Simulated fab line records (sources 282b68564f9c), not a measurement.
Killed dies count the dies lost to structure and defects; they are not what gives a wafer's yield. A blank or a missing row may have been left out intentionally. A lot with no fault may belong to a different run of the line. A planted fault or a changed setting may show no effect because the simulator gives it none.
Comparing a struck lot with a sound one | flow rit cmos | 15 out of 202 route steps
Sound: wafers L798.1, L798.3, L798.4. Wafers struck: L815.2, L815.3, L815.5. The cause comes at the end.
Order at every step that has rows: each side's tool, ch and its chambers, its first start. Under that, the readings that differ: sound wafers | struck wafers | difference of the means | sigmas: that difference in standard deviations of wafers without a fault.
alike: same words and numbers on both sides, and readings whose means sit less than 2 such deviations apart. not compared: any withheld reading, any reading some wafer has no value for, any bound like >300 that may hide the same value, and any number with overlapping values for which the record gives no deviation.
The two part at a step that has a row with sigmas, a row that says differs or no value, or rows on one side only. Numbers that have no deviation but don't overlap get no sigmas and don't part them. A reading that every wafer of one side lacks parts them only if that side has two wafers or more.

RIT_CONTACT_CVD_00: deposits SiO2 from TEOS, target thk 400 nm, time 61 s.
  sound on pecvd-03 ch 1,2, day 3 21:04; struck on pecvd-03 ch 1,2, day 7 04:44
  alike: heater power w
RIT_CONTACT_THK_MEAS_01:
  sound on film metro-01, day 3 21:07; struck on film metro-04, day 7 04:49
  alike: CONTACT_TEOS_THK
then, 6 steps without rows for these wafers: RIT_CONTACT_HMDS_02 (prime time 60 s); RIT_CONTACT_COAT_03 (resist thk 1000 nm); RIT_CONTACT_SOFTBAKE_04 (time 60 s); RIT_CONTACT_EXPOSE_05 (exposes mask M11, target cd 1000 nm); RIT_CONTACT_PEB_06; RIT_CONTACT_DEVELOP_07 (develop time 120 s).
RIT_CONTACT_CD_MEAS_08: the cd target is 1000 nm.
  sound on cd sem-02, day 3 22:18; struck on cd sem-01, day 7 05:58
  alike: cd nm
RIT_CONTACT_OVL_MEAS_09:
  sound on overlay-02, day 3 22:25; struck on overlay-01, day 7 06:05
  alike: CONTACT_OVL
then, 1 step without rows for these wafers: RIT_CONTACT_HARDBAKE_10 (time 60 s).
RIT_CONTACT_ETCH_11: etches SiO2 in CHF3/CF4/Ar, stops on TiSi2, target depth 480 nm, time 320 s.
  sound on rie diel-03 ch 0,1,2, day 3 22:46; struck on rie diel-04 ch 0,3, day 7 06:16
  alike: drypump motor current A, oes product au, throttle valve pct
  not compared: rf hours counter h
RIT_CONTACT_STRIP_12: strips in O2, time 180 s.
  sound on plasma asher-02 ch 0,1, day 3 22:57; struck on plasma asher-04 ch 0,1, day 7 06:27
  no value came back on the struck wafers for chamber pressure mTorr (mTorr), drypump motor current A (A); on the sound wafers chamber pressure mTorr (mTorr) reads 4001 3998 3998
  reading                                      | sound | struck        | difference | sigmas
  model.NOVOLAK_of_CONTACT_COAT_03.thk nm (nm) | 0 0 0 | 766.5 764 761 | +763.8     |
  not compared: rf hours counter h
RIT_CONTACT_CD_MEAS_90: the cd target is 1000 nm.
  sound on cd sem-02, day 3 23:07; struck on cd sem-02, day 7 06:38
  alike: cd nm
RIT_M1_PROBE_99:
  sound on prober-02, day 4 03:37; struck on prober-02, day 7 12:17
  reading            | sound | struck                                                               | difference                   | sigmas
  hold               | - - - | await dispo/4.6h/scrap await dispo/4.6h/scrap await dispo/4.6h/scrap | no value on the sound wafers |
  killed_at_M0_to_M3 | 0 0 0 | 253 256 254                                                          | +254                         | +99 or more
  killed dies        | 5 5 6 | 264 264 264                                                          | +259                         | +81
  killed on rim      | 1 1 4 | 70 70 70                                                             | +68                          | +45
  alike: killed at contacts, killed at front end, killed open, killed short

WHERE THEY PART
At RIT_CONTACT_STRIP_12 first; at RIT_M1_PROBE_99 last (within this record only).

WHY: what had been put in by the simulator
Skipped step whole: plasma asher-04, from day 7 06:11 on, at RIT_CONTACT_STRIP_12. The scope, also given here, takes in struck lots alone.
